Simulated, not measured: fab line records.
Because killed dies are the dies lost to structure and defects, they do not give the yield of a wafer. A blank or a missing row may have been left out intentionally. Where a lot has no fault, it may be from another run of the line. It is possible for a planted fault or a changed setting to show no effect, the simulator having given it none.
fab line records	flow berkeley_cmos170
record: lots: 14	wafers: 42	last_day: 12
route steps=331 shown NVT@111 V1@268 M2@278
lots with no fault: from the same line, run without faults
start_h: the number of hours between the record's first day and the start of the first shown wafer of the lot	wait_h: how many hours have passed since the lot's step before this one	" same as the row above	L1.1+2: a single row standing in for several wafers	- no value, or no start given	* or withheld: withheld	< > ~ a bound
route shown NAME@n: NAME is a module with steps in the file, n the number in the route of the first one	usual: mean/standard deviation taken from wafers without a fault	same: alike in all rows	chamber/n: place in a boat	sites: readings site by site	_std_site: standard deviation across them	_edge_site: outer sites' mean less inner sites'	radius_mm: how far each site lies from the wafer's centre	mask NAME#n: copy n	behind: the most recent tool/chamber to have shaped the wafer	hold: cause of the lot's hold/its duration in hours/its outcome	device: which transistor (n, p or np) failed to switch	end of line: the tests these same wafers got at the end of their route	for a step that has no rows: nothing shown but its recipe	killed: not the wafer's yield, but the dies lost to structure and defects at the first sort	map: a wafer's dies, marking killed ones x, the rest . and places with no die _
set.NAME: the setting the step ran with; set.NAME@STEP: the setting that earlier step ran with	model.NAME: the simulator's own value behind a step, which no gauge read
the route's steps for a sample of lots (tables are steps, rows are wafers)
services: a tool's chamber out of use, with start hour (start_h, from the record's first day; less than 0 if before it), hours out, and reason
== steps ==
step: UCB170_NVT_IMPLANT_07
recipe: species: BF2	dose_cm2: 3e+12	energy_kev: 50	tilt_deg: 7
usual: dose_ions_cm2: 3.001e+12/3.6e+09	faraday_current_uA: 9.49/0.19
lot.wafer	tool	chamber	start_h	wait_h	dose_ions_cm2	faraday_current_uA
L758.1	implanter-01	0	138.57	0.0	2.999e+12	9.43
L758.2	"	0	"	"	2.999e+12	9.63
L758.6	"	0	"	"	3.002e+12	9.70
L759.2	implanter-03	0	138.84	0.0	2.999e+12	9.46
L759.4	"	0	"	"	3e+12	9.60
L759.5	"	0	"	"	2.995e+12	9.37
L763.2	implanter-01	0	152.92	0.0	2.999e+12	9.53
L763.3	"	0	"	"	2.999e+12	9.39
L763.5	"	0	"	"	3e+12	9.60
L764.1	implanter-01	0	153.21	0.0	3e+12	9.40
L764.2	"	0	"	"	3e+12	9.57
L764.4	"	0	"	"	3.003e+12	9.33
L766.1	implanter-01	0	183.31	0.0	3.002e+12	9.60
L766.2	"	0	"	"	3e+12	9.57
L766.4	"	0	"	"	3.005e+12	9.64
L772.4	implanter-03	0	190.39	0.1	3.004e+12	9.60
L772.5	"	0	"	"	3e+12	9.28
L772.6	"	0	"	"	3.001e+12	9.59
L768.2	implanter-02	0	190.62	0.0	3.004e+12	9.51
L768.4	"	0	"	"	3.005e+12	9.54
L768.5	"	0	"	"	3.001e+12	9.53
L770.1	implanter-02	0	190.87	0.0	2.996e+12	9.54
L770.4	"	0	"	"	3.003e+12	9.28
L770.5	"	0	"	"	2.993e+12	9.50
L767.3	implanter-01	0	191.19	0.1	3.001e+12	9.26
L767.4	"	0	"	"	2.999e+12	9.38
L767.5	"	0	"	"	2.998e+12	9.42
L771.1	implanter-03	0	191.42	0.0	3.002e+12	9.28
L771.3	"	0	"	"	3e+12	9.53
L771.6	"	0	"	"	3.002e+12	9.08
L774.1	implanter-02	0	218.42	0.0	2.997e+12	9.56
L774.2	"	0	"	"	2.997e+12	9.81
L774.3	"	0	"	"	3e+12	9.76
L775.1	implanter-03	0	218.69	0.0	3.484e+12	10.87
L775.2	"	0	"	"	3.48e+12	11.14
L775.5	"	0	"	"	3.486e+12	10.90
L780.2	implanter-03	0	234.48	0.0	3.481e+12	10.88
L780.4	"	0	"	"	3.48e+12	10.94
L780.5	"	0	"	"	3.479e+12	10.82
L781.2	implanter-01	0	241.20	0.0	3.001e+12	9.59
L781.3	"	0	"	"	2.999e+12	9.10
L781.5	"	0	"	"	3.004e+12	9.50
step: UCB170_NVT_TW_MEAS_09
usual: NVT_TW: 519/3.8
lot.wafer	tool	chamber	start_h	wait_h	NVT_TW
L758.1	film_metro-04	-	138.82	0.1	516
L758.2	"	-	"	"	515
L758.6	"	-	"	"	513
L759.2	film_metro-02	-	139.07	0.1	525
L759.4	"	-	"	"	528
L759.5	"	-	"	"	527
L763.2	film_metro-03	-	153.16	0.1	512
L763.3	"	-	"	"	512
L763.5	"	-	"	"	517
L764.1	film_metro-02	-	153.46	0.1	522
L764.2	"	-	"	"	522
L764.4	"	-	"	"	527
L766.1	film_metro-04	-	183.56	0.1	517
L766.2	"	-	"	"	518
L766.4	"	-	"	"	516
L772.4	film_metro-04	-	190.60	0.1	518
L772.5	"	-	"	"	514
L772.6	"	-	"	"	518
L768.2	film_metro-04	-	190.85	0.1	517
L768.4	"	-	"	"	518
L768.5	"	-	"	"	516
L770.1	film_metro-03	-	191.12	0.1	516
L770.4	"	-	"	"	517
L770.5	"	-	"	"	516
L767.3	film_metro-02	-	191.41	0.1	524
L767.4	"	-	"	"	523
L767.5	"	-	"	"	524
L771.1	film_metro-04	-	191.67	0.1	515
L771.3	"	-	"	"	517
L771.6	"	-	"	"	519
L774.1	film_metro-04	-	218.67	0.1	514
L774.2	"	-	"	"	518
L774.3	"	-	"	"	513
L775.1	film_metro-02	-	218.97	0.1	548
L775.2	"	-	"	"	547
L775.5	"	-	"	"	547
L780.2	film_metro-03	-	234.71	0.1	539
L780.4	"	-	"	"	538
L780.5	"	-	"	"	539
L781.2	film_metro-04	-	241.43	0.1	520
L781.3	"	-	"	"	523
L781.5	"	-	"	"	520
step: UCB170_V1_ETCH_14
recipe: chemistry: CHF3/CF4/Ar	target: SiO2	stop_on: Al	CHF3_flow_sccm: 45	cf4_flow_sccm: 15	Ar_flow_sccm: 150	pressure_mtorr: 200	rf_w: 700	target_depth_a: 12500	over_etch_frac: 0.25	time_s: 291
usual: drypump_motor_current_A: 5.6/0.45	oes_product_au: 0.877/0.01	throttle_valve_pct: 6.96/0.16
lot.wafer	tool	chamber	start_h	wait_h	drypump_motor_current_A	oes_product_au	rf_hours_counter_h	throttle_valve_pct
L759.2	rie_diel-04	1	189.88	0.0	6.3	0.869	5	7.10
L759.4	"	3	"	"	5.7	0.879	45	7.06
L759.5	"	3	"	"	5.7	0.879	-	7.08
L758.1	rie_diel-02	3	191.27	0.0	5.9	0.880	113	6.94
L758.2	"	1	"	"	5.1	0.869	58	7.02
L758.6	"	0	"	"	5.3	0.882	-	6.83
L764.1	rie_diel-04	1	205.60	0.0	6.3	0.865	6	7.11
L764.2	"	2	"	"	5.2	0.844	43	6.69
L764.4	"	3	"	"	5.7	0.874	46	7.06
L763.2	rie_diel-03	0	207.07	0.0	5.6	0.872	39	6.78
L763.3	"	3	"	"	5.7	0.873	111	7.17
L763.5	"	0	"	"	5.6	0.876	-	6.76
L766.1	rie_diel-04	1	227.27	0.0	6.3	0.863	7	7.11
L766.2	"	3	"	"	5.7	0.876	46	7.06
L766.4	"	0	"	"	5.7	0.871	8	7.18
L772.4	rie_diel-04	3	235.94	0.0	5.7	0.876	47	7.05
L772.5	"	3	"	"	5.7	0.881	-	7.08
L772.6	"	0	"	"	5.7	0.888	-	7.16
L768.2	rie_diel-02	1	244.27	0.0	5.1	0.881	60	7.00
L768.4	"	3	"	"	6.0	0.887	116	6.95
L768.5	"	3	"	"	5.9	0.885	-	6.93
L770.1	rie_diel-04	3	244.67	0.0	5.7	0.878	47	7.07
L770.4	"	2	"	"	5.2	0.851	45	6.69
L770.5	"	1	"	"	6.3	0.866	-	7.10
L771.1	rie_diel-03	2	244.83	0.0	5.5	0.886	69	7.09
L771.3	"	3	"	"	5.7	0.873	113	7.17
L771.6	"	1	"	"	4.7	0.888	-	6.99
L767.3	rie_diel-02	1	246.55	0.0	5.1	0.873	60	7.01
L767.4	"	2	"	"	6.5	0.875	134	6.78
L767.5	"	1	"	"	5.1	0.867	-	7.01
L775.1	rie_diel-03	2	268.38	0.0	5.4	0.885	70	7.09
L775.2	"	1	"	"	4.7	0.883	9	7.00
L775.5	"	2	"	"	5.5	0.883	-	7.08
L774.1	rie_diel-02	3	269.84	0.0	6.0	0.886	118	6.96
L774.2	"	1	"	"	5.1	0.876	62	7.01
L774.3	"	0	"	"	5.3	0.890	23	6.80
L780.2	rie_diel-03	2	282.24	0.0	5.4	0.881	71	7.10
L780.4	"	3	"	"	5.7	0.871	115	7.15
L780.5	"	0	"	"	5.6	0.862	-	6.78
L781.2	rie_diel-02	1	283.90	0.0	5.1	0.873	63	7.01
L781.3	"	0	"	"	5.3	0.884	24	6.82
L781.5	"	3	"	"	5.9	0.885	-	6.96
step: UCB170_M2_STRIP_07
recipe: chemistry: O2	power_w: 400	pressure_mtorr: 3500	platen_temp_c: withheld	o2_flow_sccm: 400	overash_fraction: 0.5
usual: drypump_motor_current_A: 6.0/0.67	o2_flow_sccm: 400.0/1.2	oes_product_au: 0.735/0.0047	strip_time_to_endpoint_s: 21.99/0.068
same: overash_fraction: 0.5
lot.wafer	tool	chamber	start_h	wait_h	drypump_motor_current_A	o2_flow_sccm	oes_product_au	rf_hours_counter_h	strip_time_to_endpoint_s
L759.2	plasma_asher-04	0	191.56	0.1	5.1	400.2	0.738	8	21.99
L759.4	"	0	"	"	5.1	400.0	0.737	-	22.00
L759.5	"	1	"	"	6.7	397.7	0.734	-	21.99
L758.1	plasma_asher-04	1	193.34	0.1	6.7	399.0	0.739	9	22.03
L758.2	"	0	"	"	5.1	399.4	0.730	9	22.05
L758.6	"	0	"	"	5.1	399.1	0.742	-	22.07
L764.1	plasma_asher-04	0	206.78	0.1	5.1	399.4	0.737	11	21.94
L764.2	"	1	"	"	6.7	399.2	0.732	11	21.91
L764.4	"	0	"	"	5.1	400.8	0.737	-	21.96
L763.2	plasma_asher-04	1	209.13	0.1	6.7	401.0	0.729	11	21.95
L763.3	"	1	"	"	6.7	402.2	0.749	-	22.00
L763.5	"	1	"	"	6.8	401.0	0.734	-	21.91
L766.1	plasma_asher-03	1	228.95	0.1	6.6	399.8	0.736	44	22.10
L766.2	"	0	"	"	5.4	401.0	0.731	44	22.13
L766.4	"	1	"	"	6.6	400.8	0.731	-	22.12
L772.4	plasma_asher-03	1	237.59	0.1	6.6	399.4	0.734	-	22.00
L772.5	"	1	"	"	6.6	398.5	0.730	-	21.91
L772.6	"	0	"	"	5.4	400.6	0.733	-	21.94
L768.2	plasma_asher-03	0	246.26	0.1	5.4	399.6	0.729	46	22.02
L768.4	"	0	"	"	5.4	401.6	0.742	-	22.06
L768.5	"	0	"	"	5.4	400.1	0.738	-	22.04
L770.1	plasma_asher-03	1	246.74	0.1	6.6	398.0	0.742	46	21.91
L770.4	"	1	"	"	6.6	398.3	0.731	-	21.88
L770.5	"	0	"	"	5.4	398.5	0.733	-	21.96
L771.1	plasma_asher-04	1	247.16	0.1	6.7	399.9	0.736	15	22.03
L771.3	"	0	"	"	5.1	399.2	0.731	-	22.05
L771.6	"	1	"	"	6.7	397.9	0.729	-	22.09
L767.3	plasma_asher-02	1	248.05	0.1	5.6	398.2	0.732	-	21.89
L767.4	"	0	"	"	6.5	399.1	0.738	-	21.87
L767.5	"	0	"	"	6.5	397.3	0.730	-	21.97
L775.1	plasma_asher-02	0	270.19	0.1	6.6	399.8	0.732	57	21.97
L775.2	"	1	"	"	5.6	400.6	0.740	57	22.07
L775.5	"	1	"	"	5.6	401.4	0.740	-	22.06
L774.1	plasma_asher-02	0	271.64	0.1	6.6	400.3	0.734	57	21.98
L774.2	"	1	"	"	5.6	400.5	0.740	57	21.93
L774.3	"	0	"	"	6.5	400.1	0.743	-	21.93
L780.2	plasma_asher-02	1	283.54	0.1	5.6	401.8	0.732	59	22.00
L780.4	"	0	"	"	6.5	400.1	0.736	-	22.04
L780.5	"	0	"	"	6.5	399.9	0.732	-	22.04
L781.2	plasma_asher-04	0	285.08	0.1	5.1	401.1	0.740	20	21.94
L781.3	"	0	"	"	5.1	401.5	0.734	-	22.03
L781.5	"	1	"	"	6.7	400.1	0.731	-	22.02
step: UCB170_M2_OVL_MEAS_16
usual: M2_OVL: 5/6.5
lot.wafer	tool	chamber	start_h	wait_h	M2_OVL[nm]
L759.2	overlay-02	-	194.02	0.1	11
L759.4	"	-	"	"	7
L759.5	"	-	"	"	15
L758.1	overlay-02	-	195.46	0.1	3
L758.2	"	-	"	"	-10
L758.6	"	-	"	"	-1
L764.1	overlay-01	-	209.08	0.1	1
L764.2	"	-	"	"	-3
L764.4	"	-	"	"	-1
L763.2	overlay-01	-	213.65	0.1	18
L763.3	"	-	"	"	7
L763.5	"	-	"	"	5
L766.1	overlay-02	-	230.76	0.1	5
L766.2	"	-	"	"	3
L766.4	"	-	"	"	-6
L772.4	overlay-02	-	240.60	0.1	6
L772.5	"	-	"	"	-1
L772.6	"	-	"	"	3
L768.2	overlay-02	-	248.42	0.1	9
L768.4	"	-	"	"	11
L768.5	"	-	"	"	16
L770.1	overlay-01	-	248.69	0.1	9
L770.4	"	-	"	"	-3
L770.5	"	-	"	"	2
L771.1	overlay-02	-	248.96	0.1	11
L771.3	"	-	"	"	8
L771.6	"	-	"	"	8
L767.3	overlay-02	-	249.60	0.1	1
L767.4	"	-	"	"	5
L767.5	"	-	"	"	-2
L775.1	overlay-01	-	272.31	0.1	4
L775.2	"	-	"	"	9
L775.5	"	-	"	"	2
L774.1	overlay-01	-	273.53	0.1	7
L774.2	"	-	"	"	12
L774.3	"	-	"	"	9
L780.2	overlay-02	-	285.29	0.1	8
L780.4	"	-	"	"	1
L780.5	"	-	"	"	9
L781.2	overlay-02	-	286.53	0.1	3
L781.3	"	-	"	"	6
L781.5	"	-	"	"	9
== services ==
tool	chamber	start_h	hours	kind
rie_diel-04	-	115.69	0.4	repair
plasma_asher-04	0	117.75	-	clean
plasma_asher-04	1	117.75	-	clean
implanter-01	-	125.02	3.5	pm
rie_diel-04	1	139.85	12.0	repair
rie_diel-04	-	143.69	0.8	repair
plasma_asher-03	-	145.70	2.3	repair
rie_diel-02	2	151.81	9.0	repair
implanter-03	-	153.08	2.7	repair
implanter-03	-	162.06	2.5	repair
plasma_asher-04	-	162.68	1.7	repair
rie_diel-03	2	196.66	6.9	repair
rie_diel-03	-	197.98	4.3	pm
plasma_asher-02	-	203.56	4.3	pm
implanter-02	-	263.53	3.6	repair
rie_diel-02	2	267.10	-	clean
rie_diel-02	2	267.10	23.6	scheduled_down
rie_diel-02	2	267.10	23.6	vent_cycle
rie_diel-04	3	267.81	7.9	repair
implanter-03	-	269.10	3.1	repair
implanter-02	-	282.11	4.9	pm
== key ==
first_sign: step: UCB170_NVT_IMPLANT_07	reading: dose_ions_cm2	direction: up	sigmas: 99+	usual: 3.001e+12	struck: 3.482e+12
effect: step: UCB170_NVT_IMPLANT_07	reading: faraday_current_uA	direction: up	sigmas: 7.5	usual: 9.49	struck: 10.92
effect: step: UCB170_NVT_TW_MEAS_09	reading: NVT_TW	direction: up	sigmas: 6.4	usual: 519	struck: 543
met_at UCB170_NVT_IMPLANT_07
struck_lots L775,L780
tester_left_out L775,L780
not_acting_at UCB170_V1_ETCH_14,UCB170_M2_STRIP_07,UCB170_M2_OVL_MEAS_16
onset_between 191.42 218.69
fault: kind: process_parameter_drift	tool: implanter-03	chamber: -	onset_h: 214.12	steps: UCB170_NVT_IMPLANT_07	channel: dose_cm2	offset: 4.8e+11	shape: step	end_h: 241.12	acts_in: these_recipes_only	stated: 3e+12
tester_left_out: of these lots the tester's yield and bins aren't shown, on N5 and GAA mostly nor the transistor test; their killed dies are dies lost to structure and defects alone, not to doping, threshold or leakage, so they don't give the yield
